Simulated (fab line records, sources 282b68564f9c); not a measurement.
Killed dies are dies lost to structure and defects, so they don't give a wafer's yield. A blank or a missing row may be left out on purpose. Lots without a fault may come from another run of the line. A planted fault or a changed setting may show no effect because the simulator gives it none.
Tool commonality check | flow rit_cmos | 15 lots, 45 wafers sampled

WHY IT WAS OPENED
At RIT_NRETRO_OVL_MEAS_06 the reading NRETRO_OVL is flagged on 3 of 15 lots. Wafers without a fault read 0.8 nm, standard deviation 1.3.
Rule: a lot is flagged when every wafer of it that has a number lies more than 4 standard deviations from that mean, or none has a number. The other lots count as sound.

lot  | measured    | on         | NRETRO_OVL (nm), wafer by wafer | flag
L571 | day 2 05:06 | overlay-02 | 0.5 1.6 0.9                     |
L572 | day 2 10:11 | overlay-02 | 1.2 -0.4 1.2                    |
L573 | day 2 15:42 | overlay-02 | -0.8 -0.2 -0.8                  |
L576 | day 3 06:35 | overlay-02 | -1.8 -0.5 1.2                   |
L577 | day 3 10:41 | overlay-01 | 1.3 2.1 1.7                     |
L579 | day 3 21:59 | overlay-02 | 1.6 1.4 0.4                     |
L580 | day 4 03:53 | overlay-02 | 0.6 2.5 0.4                     |
L581 | day 4 07:07 | overlay-02 | 3.0 1.0 1.1                     |
L584 | day 4 22:41 | overlay-02 | 0.7 0.5 0.0                     |
L587 | day 5 14:25 | overlay-02 | -0.2 -0.5 1.7                   |
L588 | day 5 18:35 | overlay-01 | -179.8 -181.5 -181.4            | FLAGGED
L589 | day 5 23:57 | overlay-01 | 2.9 -0.7 1.8                    |
L591 | day 6 10:26 | overlay-01 | -179.7 -177.9 -178.7            | FLAGGED
L592 | day 6 15:26 | overlay-02 | -178.1 -179.9 -179.3            | FLAGGED
L593 | day 6 22:13 | overlay-02 | 0.9 -0.9 1.2                    |
The numbers of the flagged lots are -179.6 nm on average: -180.4 nm against the usual, or -99 or more standard deviations.

WHICH TOOL RAN EACH LOT
The record holds 1 process step before the reading, out of a route of 202 steps. In each cell: the tool, then ch and the chambers that the sampled wafers went through, then the start.
lot  | flag    | RIT_NRETRO_EXPOSE_03
L571 |         | iline_stepper-01 ch 0, day 2 04:41
L572 |         | iline_stepper-02 ch 0, day 2 09:41
L573 |         | iline_stepper-01 ch 0, day 2 15:16
L576 |         | iline_stepper-02 ch 0, day 3 06:11
L577 |         | iline_stepper-02 ch 0, day 3 10:16
L579 |         | iline_stepper-02 ch 0, day 3 21:33
L580 |         | iline_stepper-01 ch 0, day 4 03:28
L581 |         | iline_stepper-02 ch 0, day 4 06:43
L584 |         | iline_stepper-02 ch 0, day 4 22:16
L587 |         | iline_stepper-01 ch 0, day 5 14:01
L588 | FLAGGED | iline_stepper-01 ch 0, day 5 18:10
L589 |         | iline_stepper-02 ch 0, day 5 23:33
L591 | FLAGGED | iline_stepper-01 ch 0, day 6 10:01
L592 | FLAGGED | iline_stepper-01 ch 0, day 6 15:01
L593 |         | iline_stepper-02 ch 0, day 6 21:48
What these steps do:
- RIT_NRETRO_EXPOSE_03: exposes mask M4, target cd 43900 nm.
- RIT_NRETRO_OVL_MEAS_06

FLAGGED OVER TOTAL, TOOL BY TOOL (the gauges that took the reading come last)
step                   | tool             | lots run | flagged | share of the flagged lots | sound lots run after its first flagged lot
RIT_NRETRO_EXPOSE_03   | iline_stepper-01 | 7        | 3       | all                       | 0
RIT_NRETRO_EXPOSE_03   | iline_stepper-02 | 8        | 0       | none                      | -
RIT_NRETRO_OVL_MEAS_06 | overlay-01       | 4        | 2       | some                      | 1 (L589)
RIT_NRETRO_OVL_MEAS_06 | overlay-02       | 11       | 1       | some                      | 1 (L593)

WHAT THE TABLE ALLOWS
1 row of the table ran every flagged lot: iline_stepper-01 at RIT_NRETRO_EXPOSE_03.
- iline_stepper-01 at RIT_NRETRO_EXPOSE_03: 3 of its 7 lots flagged. Its last sound lot is L587 (day 5 14:01), its first flagged lot L588 (day 5 18:10): a fault that began between those two fits.
One tool is left: iline_stepper-01 at RIT_NRETRO_EXPOSE_03.

WHAT THE SIMULATOR HAD PUT IN
Scanner matching overlay: iline_stepper-01, from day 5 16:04 on, at RIT_NRETRO_EXPOSE_03. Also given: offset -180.
Lots struck among those shown: L588, L591, L592. The rule above found the same.
